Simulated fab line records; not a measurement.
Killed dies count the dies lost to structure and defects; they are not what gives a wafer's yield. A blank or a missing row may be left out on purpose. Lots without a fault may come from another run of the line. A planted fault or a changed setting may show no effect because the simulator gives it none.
fab line records | flow rit_cmos
record: lots: 14 | wafers: 42 | last_day: 7
route steps=202 shown GATE@89
lots that met no fault: taken from a fault-free run of the same line
start_h: hours from the record's opening day to when the first of the lot's shown wafers began | wait_h: hours since the lot's step before | " as in the row above | L1.1+2: several wafers, shown together as one row | - no value, or no start was given | * or withheld: withheld | < > ~ a bound
route shown NAME@n: a module of which the file shows steps, and the number in the route of the first | usual: the fault-free wafers' mean and standard deviation | same: alike in all rows | chamber/n: place in a boat | sites: readings site by site | _std_site: standard deviation across them | _edge_site: the outer-site mean with the inner-site mean subtracted | radius_mm: how far each site lies from the wafer's centre | mask NAME#n: copy n | behind: the last tool/chamber to shape the wafer | hold: the reason the lot was held/the length of the hold in hours/how it ended | device: names the non-switching transistor (n, p or np) | end of line: tests of these same wafers at the route's end | where a step has no rows: the recipe by itself | killed: dies lost to structure and defects at the first sort, not the wafer's yield | map: per-die view of a wafer (x killed, . not killed, _ where there is no die)
set.NAME: setting as actually run; set.NAME@STEP: the setting as run at that earlier step | model.NAME: the simulator's own value behind a step, which no gauge read
a sample of lots followed through the steps of the route, with each step as a table and each wafer as a row
services: from which hour (start_h, from the record's first day; less than 0 if before it) a tool's chamber was out of use, for how many hours, and why
== steps ==
step: RIT_GATE_EXPOSE_13
recipe: mask_id: M6 | na: 0.6 | source_shape: conventional | sigma_outer: 0.6 | target_cd_nm: 150 | dose_mj: 374.9
lot.wafer  | tool             | chamber | start_h | wait_h | mask
L756.1+5+6 | iline_stepper-02 | 0       | 37.27   | 0.1    | M6#0
L757.2+3+4 | iline_stepper-01 | 0       | 43.69   | 0.2    | M6#0
L758.3+4+6 | iline_stepper-01 | 0       | 50.60   | 0.1    | M6#0
L760.1+2+4 | iline_stepper-02 | 0       | 57.13   | 0.2    | M6#0
L762.1+2+6 | iline_stepper-02 | 0       | 71.01   | 0.2    | M6#0
L764.1+2+3 | iline_stepper-01 | 0       | 77.47   | 0.1    | M6#0
L766.3+4+6 | iline_stepper-02 | 0       | 87.55   | 0.2    | M6#0
L767.1+3+6 | iline_stepper-02 | 0       | 92.20   | 0.1    | M6#0
L768.1+2+3 | iline_stepper-01 | 0       | 97.10   | 0.2    | M6#0
L769.2+4+5 | iline_stepper-01 | 0       | 101.76  | 0.1    | M6#0
L771.1+3+4 | iline_stepper-01 | 0       | 111.20  | 0.2    | M6#0
L772.1+5+6 | iline_stepper-01 | 0       | 117.46  | 0.1    | M6#0
L776.3+4+5 | iline_stepper-01 | 0       | 137.29  | 0.2    | M6#0
L779.1+4+5 | iline_stepper-01 | 0       | 150.46  | 0.2    | M6#0
step: RIT_GATE_OVL_MEAS_17
usual: GATE_OVL: 0.1/1.5
lot.wafer | tool       | chamber | start_h | wait_h | GATE_OVL[nm]
L756.1    | overlay-02 | -       | 37.79   | 0.1    | -2.5
L756.5    | "          | -       | "       | "      | -1.2
L756.6    | "          | -       | "       | "      | -2.3
L757.2    | overlay-01 | -       | 44.20   | 0.1    | 0.9
L757.3    | "          | -       | "       | "      | 1.1
L757.4    | "          | -       | "       | "      | -0.4
L758.3    | overlay-01 | -       | 51.09   | 0.1    | 0.4
L758.4    | "          | -       | "       | "      | 0.7
L758.6    | "          | -       | "       | "      | 0.8
L760.1    | overlay-02 | -       | 57.65   | 0.1    | 1.5
L760.2    | "          | -       | "       | "      | 1.3
L760.4    | "          | -       | "       | "      | 1.2
L762.1    | overlay-01 | -       | 71.53   | 0.1    | 239.9
L762.2    | "          | -       | "       | "      | 241.1
L762.6    | "          | -       | "       | "      | 241.0
L764.1    | overlay-01 | -       | 77.99   | 0.1    | 3.2
L764.2    | "          | -       | "       | "      | 0.6
L764.3    | "          | -       | "       | "      | 1.8
L766.3    | overlay-02 | -       | 88.06   | 0.1    | 237.6
L766.4    | "          | -       | "       | "      | 239.7
L766.6    | "          | -       | "       | "      | 237.2
L767.1    | overlay-01 | -       | 92.72   | 0.1    | 240.7
L767.3    | "          | -       | "       | "      | 241.2
L767.6    | "          | -       | "       | "      | 240.3
L768.1    | overlay-01 | -       | 97.62   | 0.1    | 0.8
L768.2    | "          | -       | "       | "      | -1.1
L768.3    | "          | -       | "       | "      | -1.4
L769.2    | overlay-02 | -       | 102.33  | 0.1    | -0.4
L769.4    | "          | -       | "       | "      | -0.2
L769.5    | "          | -       | "       | "      | 0.6
L771.1    | overlay-01 | -       | 111.72  | 0.1    | 1.9
L771.3    | "          | -       | "       | "      | 0.8
L771.4    | "          | -       | "       | "      | 2.6
L772.1    | overlay-01 | -       | 117.98  | 0.1    | 1.3
L772.5    | "          | -       | "       | "      | 1.8
L772.6    | "          | -       | "       | "      | 0.3
L776.3    | overlay-02 | -       | 137.94  | 0.1    | -0.2
L776.4    | "          | -       | "       | "      | 0.2
L776.5    | "          | -       | "       | "      | -1.9
L779.1    | overlay-01 | -       | 150.98  | 0.1    | 1.6
L779.4    | "          | -       | "       | "      | 0.5
L779.5    | "          | -       | "       | "      | 0.2
== services ==
tool             | chamber | start_h | hours | kind
iline_stepper-01 | -       | 15.61   | 1.7   | pm
iline_stepper-01 | 0       | 34.01   | -     | calibration
iline_stepper-02 | 0       | 63.35   | -     | calibration
iline_stepper-02 | -       | 63.47   | 1.7   | pm
iline_stepper-02 | -       | 74.89   | 2.1   | pm
iline_stepper-02 | -       | 76.97   | -     | consumable_replace:lamp
== key ==
first_sign: step: RIT_GATE_OVL_MEAS_17 | reading: GATE_OVL | direction: up | sigmas: 99+ | usual: 0.1 | struck: 239.8
effect none on later readings
met_at RIT_GATE_EXPOSE_13
struck_lots L762,L766,L767
tester_left_out L762,L766,L767
onset_between 57.13 71.01
fault: kind: scanner_matching_overlay | tool: iline_stepper-02 | chamber: - | onset_h: 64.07 | steps: RIT_GATE_EXPOSE_13 | offset: 240
tester_left_out: of these lots the tester's yield and bins aren't shown, on N5 and GAA mostly nor the transistor test; their killed dies are dies lost to structure and defects alone, not to doping, threshold or leakage, so they don't give the yield
